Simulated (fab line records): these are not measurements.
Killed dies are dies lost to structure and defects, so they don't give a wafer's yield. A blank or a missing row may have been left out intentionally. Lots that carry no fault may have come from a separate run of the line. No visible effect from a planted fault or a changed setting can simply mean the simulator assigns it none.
Comparing a struck lot with a sound one | flow ritCmos | 29 steps out of a route of 202
Sound: wafers L266.1, L266.2, L266.3. Struck: wafer L274.4 (left out: L274.2, L274.5 of the same lot, which were not struck); the cause appears at the end.
Each step with rows lists, per side, the tool, then ch with its chambers, then its first start. Under that, the readings that differ: sound wafers | struck wafers | difference of the means | sigmas: that difference in standard deviations of wafers without a fault.
alike: same words and numbers on both sides, and readings whose means sit less than 2 such deviations apart. not compared: any withheld reading, any reading some wafer has no value for, any bound like >300 that may hide the same value, and any number with overlapping values for which the record gives no deviation.
A row with sigmas, a row that says differs or no value, or rows on one side alone: a step with any of these is where the two part. When numbers do not overlap yet have no deviation, they are printed without sigmas and do not part them. A reading missing from all wafers of one side parts the sides only when that side holds two or more wafers.

RIT_SDANNEAL_RTA_03: time 5 s.
  sound on rtpAnneal-01 ch 0, day 4 09:57; struck on rtpAnneal-01 ch 0, day 6 04:00
  alike: rampDownCPerS, wafer_temp_C_max
RIT_SDANNEAL_RS_MEAS_04: measures by four-point-probe.
  struck on filmMetro-01, day 6 04:04; sound on filmMetro-04, day 4 10:01
  alike: PSD_RS
RIT_SDANNEAL_RS_MEAS_05: measures by four-point-probe.
  struck on filmMetro-01, day 6 04:11; sound on filmMetro-04, day 4 10:08
  alike: NSD_RS
RIT_SDANNEAL_RS_MEAS_06: measures by four-point-probe.
  struck on filmMetro-01, day 6 04:19; sound on filmMetro-04, day 4 10:15
  alike: PLDD_RS
RIT_SDANNEAL_RS_MEAS_07: measures by four-point-probe.
  struck on filmMetro-01, day 6 04:26; sound on filmMetro-04, day 4 10:22
  alike: NLDD_RS
then, 1 step without rows for these wafers: RIT_SILICIDE_WET_ETCH_00 (etches SiO2 in BOE, target depth 14 nm, time 15 s).
RIT_SILICIDE_SPUTTER_01: material Ti, target thk 30 nm, time 240 s.
  struck on pvdSputter-02, day 6 04:32; sound on pvdSputter-02, day 4 10:30
  alike: throttleValvePct
RIT_SILICIDE_RS_MEAS_02: measures by four-point-probe.
  struck on filmMetro-01, day 6 04:43; sound on filmMetro-03, day 4 10:39
  alike: SILICIDE_TI_RS
RIT_SILICIDE_THK_MEAS_03: measures by xrf.
  struck on filmMetro-01, day 6 04:49; sound on filmMetro-03, day 4 10:46
  alike: SILICIDE_TI_THK
RIT_SILICIDE_RTA_04: time 10 s, ramp up 5 s, ramp down 5 s.
  sound on rtpAnneal-02 ch 0, day 4 10:50; struck on rtpAnneal-02 ch 0, day 6 04:53
  alike: wafer_temp_C_max
then, 1 step without rows for these wafers: RIT_SILICIDE_WET_ETCH_05 (etches Ti in SPM, time 120 s).
RIT_SILICIDE_RTA_06: time 10 s, ramp up 5 s, ramp down 10 s.
  sound on rtpAnneal-01 ch 0, day 4 10:56; struck on rtpAnneal-01 ch 0, day 6 04:59
  alike: wafer_temp_C_max
RIT_CONTACT_CVD_00: deposits SiO2 from TEOS, target thk 400 nm, time 61 s.
  sound on pecvd-02 ch 0,1,2, day 4 11:00; struck on pecvd-04 ch 2, day 6 05:03
reading                                 | sound           | struck | difference | sigmas
model.SiO2_of_CONTACT_CVD_00.thkNm (nm) | 401.1 387.5 402 | 541.3  | +144.4     | 
  alike: heaterPowerW
RIT_CONTACT_THK_MEAS_01:
  struck on filmMetro-02, day 6 05:07; sound on filmMetro-04, day 4 11:04
reading               | sound       | struck | difference | sigmas
CONTACT_TEOS_THK (nm) | 401 388 402 | 541    | +144       | +25
then, 6 steps without rows for these wafers: RIT_CONTACT_HMDS_02 (prime time 60 s); RIT_CONTACT_COAT_03 (resist thk 1000 nm); RIT_CONTACT_SOFTBAKE_04 (time 60 s); RIT_CONTACT_EXPOSE_05 (exposes mask M11, target cd 1000 nm); RIT_CONTACT_PEB_06; RIT_CONTACT_DEVELOP_07 (develop time 120 s).
RIT_CONTACT_CD_MEAS_08: the cd target is 1000 nm.
  struck on cdSem-01, day 6 06:16; sound on cdSem-01, day 4 12:05
  alike: cdNm
RIT_CONTACT_OVL_MEAS_09:
  struck on overlay-02, day 6 06:23; sound on overlay-01, day 4 12:12
  alike: CONTACT_OVL
then, 1 step without rows for these wafers: RIT_CONTACT_HARDBAKE_10 (time 60 s).
RIT_CONTACT_ETCH_11: etches SiO2 in CHF3/CF4/Ar, stops on TiSi2, target depth 480 nm, time 320 s.
  sound on rieDiel-02 ch 0,1,3, day 4 12:23; struck on rieDiel-03 ch 3, day 6 06:34
reading                           | sound           | struck | difference | sigmas
rfHoursCounterH (h)               | 138 61 115      | 0      | -105       | 
model.CONTACT.featureDepthNm (nm) | 401.1 387.5 402 | 474.8  | +77.9      | 
model.etch.depthNm (nm)           | 401.1 387.5 402 | 474.8  | +77.9      | 
  alike: CHF3_flow_sccm, drypumpMotorCurrentA, oesProductAu, throttleValvePct
RIT_CONTACT_STRIP_12: strips in O2, time 180 s.
  sound on plasmaAsher-04 ch 0,1, day 4 12:35; struck on plasmaAsher-04 ch 1, day 6 06:45
  alike: drypumpMotorCurrentA
  not compared: rfHoursCounterH
RIT_CONTACT_CD_MEAS_90: the cd target is 1000 nm.
  struck on cdSem-02, day 6 06:57; sound on cdSem-02, day 4 12:46
  alike: cdNm
RIT_CONTACT_CLEAN_13: cleans in SC1, time 600 s.
  sound on wetBench-02 ch 3, day 4 12:53; struck on wetBench-03 ch 3, day 6 07:03
reading                                 | sound         | struck | difference | sigmas
model.SiO2_of_CONTACT_CVD_00.thkNm (nm) | 397 383.4 398 | 537.2  | +144.4     | 
then, 1 step without rows for these wafers: RIT_CONTACT_CLEAN_14 (cleans in SC2, time 600 s).
RIT_M1_PROBE_99:
  struck on prober-02, day 6 11:56; sound on prober-02, day 4 17:27
reading          | sound | struck | difference | sigmas
killedAtContacts | 0 0 0 | 259    | +259       | +99 or more
killedDies       | 3 1 1 | 264    | +262       | +82
killedOnRim      | 0 1 0 | 70     | +70        | +50
  alike: killedAtFrontEnd, killedOpen, killedShort

WHERE THEY PART
Earliest at RIT_CONTACT_THK_MEAS_01; latest, in this record, at RIT_M1_PROBE_99.

WHY: the cause the simulator had injected
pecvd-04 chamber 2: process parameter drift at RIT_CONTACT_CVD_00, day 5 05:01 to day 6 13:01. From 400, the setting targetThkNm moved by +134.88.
